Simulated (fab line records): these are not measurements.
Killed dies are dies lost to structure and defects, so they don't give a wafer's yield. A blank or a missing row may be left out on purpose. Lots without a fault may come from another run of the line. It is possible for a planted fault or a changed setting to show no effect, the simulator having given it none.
fab line records | flow rit_cmos
record lots=14 | wafers=42 | last_day=7
route steps=202 shown NLDD@111
lots that met no fault: taken from a fault-free run of the same line
start_h: start of the lot's first displayed wafer, in hours after the record's first day | wait_h: hours since the lot's step before | " the same as in the row above | L1.1+2: one row covering several wafers at once | - no value present, or no start provided | * or withheld: withheld | < > ~ a bound
route shown NAME@n: names a module that has steps shown in the file, with the first one's number in the route | usual: mean/standard deviation of fault-free wafers | same: alike in all rows | chamber/n: place in a boat | sites: the reading at each site | _std_site: their standard deviation | _edge_site: inner sites' mean taken away from outer sites' mean | radius_mm: for every site, how far away it sits from the centre of the wafer | mask NAME#n: copy n | behind: the last tool/chamber to shape the wafer | hold: why the lot went on hold/how many hours it stayed there/how the hold came to an end | device: whichever transistor did not switch (one of n, p or np) | end of line: the same wafers' tests at the end of the route | where a step has no rows: the recipe by itself | killed: count of dies lost to structure and defects at first sort (not the wafer's yield) | map: the dies of a wafer, with x for killed, . for not killed, _ for no die there
set.NAME: the setting as run; set.NAME@STEP: as run at that earlier step | model.NAME: the simulator's own value behind a step, which no gauge read
the route's steps for a sample of lots (tables are steps, rows are wafers)
services: from which hour (start_h, from the record's first day; less than 0 if before it) a tool's chamber was out of use, for how many hours, and why
## steps
# step RIT_NLDD_IMPLANT_08
# recipe species=P | energy_kev=20 | dose_cm2=5e+14 | tilt_deg=7
# usual beam_on_s=10.00/0.2
lot.wafer | tool         | chamber | start_h | wait_h | beam_on_s
L610.2    | implanter-02 | 0       | 55.48   | 0.1    | 9.92
L610.5    | "            | 0       | "       | "      | 9.92
L610.6    | "            | 0       | "       | "      | 9.97
L612.2    | implanter-01 | 0       | 67.40   | 0.1    | 10.03
L612.4    | "            | 0       | "       | "      | 9.98
L612.6    | "            | 0       | "       | "      | 10.32
L614.1    | implanter-01 | 0       | 75.43   | 0.1    | 9.72
L614.4    | "            | 0       | "       | "      | 9.78
L614.6    | "            | 0       | "       | "      | 10.15
L616.4    | implanter-02 | 0       | 82.77   | 0.1    | 10.18
L616.5    | "            | 0       | "       | "      | 9.84
L616.6    | "            | 0       | "       | "      | 9.71
L617.1    | implanter-01 | 0       | 89.32   | 0.1    | 9.99
L617.4    | "            | 0       | "       | "      | 9.98
L617.6    | "            | 0       | "       | "      | 10.28
L619.1    | implanter-02 | 0       | 99.33   | 0.1    | 9.93
L619.2    | "            | 0       | "       | "      | 10.08
L619.4    | "            | 0       | "       | "      | 9.99
L620.1    | implanter-01 | 0       | 107.25  | 0.1    | 9.77
L620.2    | "            | 0       | "       | "      | 10.12
L620.5    | "            | 0       | "       | "      | 10.12
L621.1    | implanter-02 | 0       | 113.15  | 0.1    | 10.02
L621.4    | "            | 0       | "       | "      | 10.09
L621.6    | "            | 0       | "       | "      | 9.85
L623.1    | implanter-02 | 0       | 122.18  | 0.1    | 9.80
L623.5    | "            | 0       | "       | "      | 10.37
L623.6    | "            | 0       | "       | "      | 9.72
L625.1    | implanter-01 | 0       | 127.38  | 0.1    | 10.27
L625.2    | "            | 0       | "       | "      | 10.32
L625.6    | "            | 0       | "       | "      | 10.28
L626.2    | implanter-01 | 0       | 135.85  | 0.1    | 9.74
L626.3    | "            | 0       | "       | "      | 9.71
L626.5    | "            | 0       | "       | "      | 10.14
L630.1    | implanter-04 | 0       | 150.52  | 0.1    | 10.02
L630.4    | "            | 0       | "       | "      | 10.09
L630.6    | "            | 0       | "       | "      | 10.12
L631.1    | implanter-02 | 0       | 160.02  | 0.1    | 10.03
L631.2    | "            | 0       | "       | "      | 9.86
L631.5    | "            | 0       | "       | "      | 10.13
L632.2    | implanter-02 | 0       | 162.34  | 0.1    | 10.18
L632.3    | "            | 0       | "       | "      | 9.83
L632.4    | "            | 0       | "       | "      | 10.11
# step RIT_SDANNEAL_RS_MEAS_07
# recipe thk_meas_gauge=four-point-probe
# usual NLDD_RS=151.8/0.55
lot.wafer | tool          | chamber | start_h | wait_h | NLDD_RS[ohm/sq]
L610.2    | film_metro-02 | -       | 64.43   | 0.1    | 151.5
L610.5    | "             | -       | "       | "      | 152.1
L610.6    | "             | -       | "       | "      | 151.5
L612.2    | film_metro-04 | -       | 75.79   | 0.1    | 150.6
L612.4    | "             | -       | "       | "      | 150.4
L612.6    | "             | -       | "       | "      | 150.7
L614.1    | film_metro-04 | -       | 84.32   | 0.1    | 151.3
L614.4    | "             | -       | "       | "      | 151.3
L614.6    | "             | -       | "       | "      | 151.5
L616.4    | film_metro-02 | -       | 91.92   | 0.1    | 152.2
L616.5    | "             | -       | "       | "      | 151.9
L616.6    | "             | -       | "       | "      | 151.7
L617.1    | film_metro-03 | -       | 97.87   | 0.1    | 151.1
L617.4    | "             | -       | "       | "      | 151.3
L617.6    | "             | -       | "       | "      | 151.6
L619.1    | film_metro-03 | -       | 107.32  | 0.1    | 151.3
L619.2    | "             | -       | "       | "      | 150.8
L619.4    | "             | -       | "       | "      | 151.6
L620.1    | film_metro-02 | -       | 115.27  | 0.1    | 151.7
L620.2    | "             | -       | "       | "      | 152.3
L620.5    | "             | -       | "       | "      | 152.0
L621.1    | film_metro-02 | -       | 121.35  | 0.1    | 152.3
L621.4    | "             | -       | "       | "      | 152.0
L621.6    | "             | -       | "       | "      | 152.4
L623.1    | film_metro-04 | -       | 131.72  | 0.1    | 151.3
L623.5    | "             | -       | "       | "      | 151.8
L623.6    | "             | -       | "       | "      | 151.7
L625.1    | film_metro-02 | -       | 136.26  | 0.1    | -
L625.2    | "             | -       | "       | "      | -
L625.6    | "             | -       | "       | "      | -
L626.2    | film_metro-04 | -       | 144.24  | 0.1    | -
L626.3    | "             | -       | "       | "      | -
L626.5    | "             | -       | "       | "      | -
L630.1    | film_metro-04 | -       | 158.67  | 0.1    | 152.0
L630.4    | "             | -       | "       | "      | 151.9
L630.6    | "             | -       | "       | "      | 151.8
L631.1    | film_metro-02 | -       | 168.21  | 0.1    | 152.2
L631.2    | "             | -       | "       | "      | 151.7
L631.5    | "             | -       | "       | "      | 152.2
L632.2    | film_metro-04 | -       | 170.51  | 0.1    | 151.6
L632.3    | "             | -       | "       | "      | 151.4
L632.4    | "             | -       | "       | "      | 151.9
## services
tool         | chamber | start_h | hours | kind
implanter-02 | -       | 36.59   | 2.3   | repair
implanter-02 | -       | 55.93   | 1.3   | repair
implanter-01 | -       | 78.59   | 2.9   | repair
implanter-04 | -       | 105.12  | 3.6   | repair
implanter-04 | -       | 125.82  | 2.4   | pm
implanter-01 | -       | 155.77  | 4.3   | pm
## key
first_sign step=RIT_SDANNEAL_RS_MEAS_07 | reading=NLDD_RS | direction=missing
effect none on later readings
met_at RIT_NLDD_IMPLANT_08
struck_lots L625,L626
rows_end L625.2
tester_left_out L625,L626
onset_between 107.25 127.38
fault kind=process_parameter_drift | tool=implanter-01 | chamber=- | onset_h=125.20 | steps=RIT_NLDD_IMPLANT_08 | channel=tilt_deg | offset=-4 | spread_by_wafer=0.3 | shape=step | end_h=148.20 | acts_in=these_recipes_only | stated=7
# tester_left_out: of these lots the tester's yield and bins aren't shown, on N5 and GAA mostly nor the transistor test; their killed dies are dies lost to structure and defects alone, not to doping, threshold or leakage, so they don't give the yield
# rows_end: these wafers met a further fault down the route, and their rows from its step on are left out
